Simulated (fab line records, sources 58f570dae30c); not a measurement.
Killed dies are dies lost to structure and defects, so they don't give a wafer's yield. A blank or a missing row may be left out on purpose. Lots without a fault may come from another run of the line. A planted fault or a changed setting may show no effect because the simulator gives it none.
Which tool did it? | flow berkeley_cmos170 | 14 lots, 42 wafers sampled, at 5 steps of a route of 331

WHAT THE GAUGES READ, wafer by wafer
UCB170_NSD_CD_MEAS_06: target cd 1200 nm. Usual: cd_nm 1200.8 nm, standard deviation 1.3.
lot  | measured     | on        | cd_nm (nm)           | flag
L475 | day 7 18:36  | cd_sem-01 | 1202.0 1200.3 1201.9 |
L476 | day 7 18:52  | cd_sem-01 | 1201.1 1199.8 1201.9 |
L479 | day 8 23:01  | cd_sem-01 | 1199.6 1200.1 1200.9 |
L478 | day 8 23:20  | cd_sem-01 | 1200.5 1200.0 1198.5 |
L485 | day 10 02:31 | cd_sem-02 | 1202.1 1201.6 1202.7 |
L487 | day 10 09:10 | cd_sem-01 | 1199.6 1198.7 1199.5 |
L488 | day 10 09:28 | cd_sem-02 | 1197.9 1198.7 1197.9 |
L490 | day 11 03:59 | cd_sem-01 | 1199.3 1199.3 1198.7 |
L496 | day 11 17:47 | cd_sem-02 | 1201.0 1201.1 1202.3 |
L492 | day 11 18:05 | cd_sem-01 | 1200.1 1200.4 1200.0 |
L495 | day 11 18:24 | cd_sem-01 | 1201.5 1200.8 1202.4 |
L497 | day 12 15:25 | cd_sem-01 | 1199.8 1200.9 1200.5 |
L494 | day 12 15:31 | cd_sem-02 | 1201.6 1200.9 1201.9 |
L498 | day 12 23:37 | cd_sem-02 | 1201.0 1200.2 1200.9 |

UCB170_NSD_OVL_MEAS_07. Usual: NSD_OVL -1 nm, standard deviation 5.2.
lot  | measured     | on         | NSD_OVL (nm) | flag
L475 | day 7 18:43  | overlay-01 | 4 -8 3       |
L476 | day 7 18:58  | overlay-02 | 4 2 0        |
L479 | day 8 23:08  | overlay-01 | -4 -7 -7     |
L478 | day 8 23:26  | overlay-02 | 8 -2 1       |
L485 | day 10 02:37 | overlay-02 | -4 3 -5      |
L487 | day 10 09:17 | overlay-02 | -5 0 2       |
L488 | day 10 09:34 | overlay-01 | -2 -7 -3     |
L490 | day 11 04:06 | overlay-02 | 2 6 0        |
L496 | day 11 17:55 | overlay-02 | -1 4 5       |
L492 | day 11 18:11 | overlay-02 | 1 0 -3       |
L495 | day 11 18:31 | overlay-02 | 4 0 -7       |
L497 | day 12 15:31 | overlay-01 | -6 -6 -1     |
L494 | day 12 15:38 | overlay-02 | 1 -3 8       |
L498 | day 12 23:44 | overlay-02 | 7 9 1        |

UCB170_V1_THK_MEAS_01. Usual: V1_TEOS_THK 2002 nm, standard deviation 23.
lot  | measured     | on            | V1_TEOS_THK (nm) | flag
L475 | day 8 06:33  | film_metro-02 | 1990 1943 1983   |
L476 | day 8 07:54  | film_metro-04 | 1982 2027 2038   |
L479 | day 9 12:24  | film_metro-02 | 1973 1977 2017   |
L478 | day 9 13:45  | film_metro-02 | 1983 2028 2035   |
L485 | day 10 15:29 | film_metro-02 | 1980 2824 2874   | OFF
L487 | day 10 21:47 | film_metro-04 | 1997 2007 2874   | OFF
L488 | day 10 21:48 | film_metro-02 | 1988 2013 2006   |
L490 | day 11 16:22 | film_metro-02 | 2007 2024 2034   |
L496 | day 12 04:15 | film_metro-01 | 1979 1993 2010   |
L492 | day 12 06:21 | film_metro-02 | 2008 2008 2039   |
L495 | day 12 07:40 | film_metro-04 | 1965 1990 1995   |
L497 | day 13 01:56 | film_metro-02 | 1985 2004 2010   |
L494 | day 13 03:15 | film_metro-01 | 1966 2023 1992   |
L498 | day 13 12:43 | film_metro-02 | 1968 1975 1997   |

WHICH TOOL RAN EACH LOT (tool, then ch and the chambers of the sampled wafers, then the start)
lot  | UCB170_NSD_STRIP_09                  | UCB170_V1_CVD_00
L475 | plasma_asher-04 ch 0,1, day 7 18:54  | pecvd-01 ch 0,1,2, day 8 06:24
L476 | plasma_asher-03 ch 0,1, day 7 19:09  | pecvd-03 ch 0,2, day 8 07:44
L479 | plasma_asher-03 ch 0,1, day 8 23:20  | pecvd-01 ch 1,2, day 9 12:15
L478 | plasma_asher-04 ch 0,1, day 8 23:38  | pecvd-04 ch 0,2, day 9 13:35
L485 | plasma_asher-03 ch 0, day 10 02:48   | pecvd-01 ch 0,2, day 10 15:19
L487 | plasma_asher-03 ch 0,1, day 10 09:28 | pecvd-01 ch 0,1,2, day 10 21:38
L488 | plasma_asher-04 ch 0,1, day 10 09:46 | pecvd-04 ch 0,1, day 10 21:38
L490 | plasma_asher-02 ch 0,1, day 11 04:17 | pecvd-03 ch 0,1,2, day 11 16:13
L496 | plasma_asher-02 ch 0,1, day 11 18:06 | pecvd-04 ch 0,2, day 12 04:06
L492 | plasma_asher-02 ch 0,1, day 11 18:22 | pecvd-03 ch 1,2, day 12 06:11
L495 | plasma_asher-02 ch 0,1, day 11 18:43 | pecvd-04 ch 0,1,2, day 12 07:31
L497 | plasma_asher-03 ch 0,1, day 12 15:42 | pecvd-01 ch 0,1,2, day 13 01:46
L494 | plasma_asher-02 ch 0,1, day 12 15:49 | pecvd-03 ch 1,2, day 13 03:05
L498 | plasma_asher-02 ch 0,1, day 12 23:55 | pecvd-04 ch 0,1, day 13 12:34
- UCB170_NSD_STRIP_09: strips in O2.
- UCB170_V1_CVD_00: deposits SiO2 from TEOS/O2, target thk 2000 nm, time 250 s.

WHAT THE TOOLS THEMSELVES READ (means of the sampled wafers that have a number; where no wafer has one, the mark that the record gives instead)
UCB170_NSD_STRIP_09. Usual: drypump_motor_current_A 5.6 A, standard deviation 0.55; oes_product_au 0.532 a.u., standard deviation 0.0042; strip_time_to_endpoint_s 35.58 s, standard deviation 0.09.
lot  | tool            | drypump_motor_current_A (A) | oes_product_au (a.u.) | strip_time_to_endpoint_s (s) | flag
L475 | plasma_asher-04 | 5.4                         | 0.527                 | 35.51                        |
L476 | plasma_asher-03 | 5.6                         | 0.530                 | 35.64                        |
L479 | plasma_asher-03 | 5.3                         | 0.536                 | 35.68                        |
L478 | plasma_asher-04 | 5.5                         | 0.532                 | 35.64                        |
L485 | plasma_asher-03 | 5.1                         | 0.531                 | 35.47                        |
L487 | plasma_asher-03 | 5.6                         | 0.532                 | 35.62                        |
L488 | plasma_asher-04 | 5.4                         | 0.534                 | 35.54                        |
L490 | plasma_asher-02 | 5.4                         | 0.532                 | 35.71                        |
L496 | plasma_asher-02 | 5.4                         | 0.534                 | 35.60                        |
L492 | plasma_asher-02 | 6.0                         | 0.528                 | 35.56                        |
L495 | plasma_asher-02 | 6.0                         | 0.533                 | 35.50                        |
L497 | plasma_asher-03 | 5.4                         | 0.531                 | 35.51                        |
L494 | plasma_asher-02 | 6.0                         | 0.535                 | 35.65                        |
L498 | plasma_asher-02 | 6.0                         | 0.532                 | 35.53                        |

UCB170_V1_CVD_00. Usual: heater_power_w 230 W, standard deviation 63.
lot  | tool     | heater_power_w (W) | flag
L475 | pecvd-01 | 248                |
L476 | pecvd-03 | 204                |
L479 | pecvd-01 | 293                |
L478 | pecvd-04 | 240                |
L485 | pecvd-01 | 222                |
L487 | pecvd-01 | 219                |
L488 | pecvd-04 | 225                |
L490 | pecvd-03 | 222                |
L496 | pecvd-04 | 236                |
L492 | pecvd-03 | 194                |
L495 | pecvd-04 | 207                |
L497 | pecvd-01 | 276                |
L494 | pecvd-03 | 177                |
L498 | pecvd-04 | 213                |

THE ANSWER, worked out from the rows above alone
Rule: a lot is off if the mean of its wafers that have a number lies more than 3 standard deviations from the usual mean. A lot without any number at a reading at which 4 lots or more have one is off too. The other lots that the step has rows for count as sound. The gauges are gone through in route order, then the tools' own readings, and for those a lot's mean is taken as printed above. The first step at which some lot is off is used, and at that step the reading that is off furthest; a lot without a number counts as furthest.
Off: L485, L487, at UCB170_V1_THK_MEAS_01 (V1_TEOS_THK).
A tool fits if, at a process step before that reading, it ran every lot that is off, and no sound lot after the first of them. The gauges at UCB170_V1_THK_MEAS_01 are tried like those tools. None of those tried fits.

WHAT THE SIMULATOR HAD PUT IN
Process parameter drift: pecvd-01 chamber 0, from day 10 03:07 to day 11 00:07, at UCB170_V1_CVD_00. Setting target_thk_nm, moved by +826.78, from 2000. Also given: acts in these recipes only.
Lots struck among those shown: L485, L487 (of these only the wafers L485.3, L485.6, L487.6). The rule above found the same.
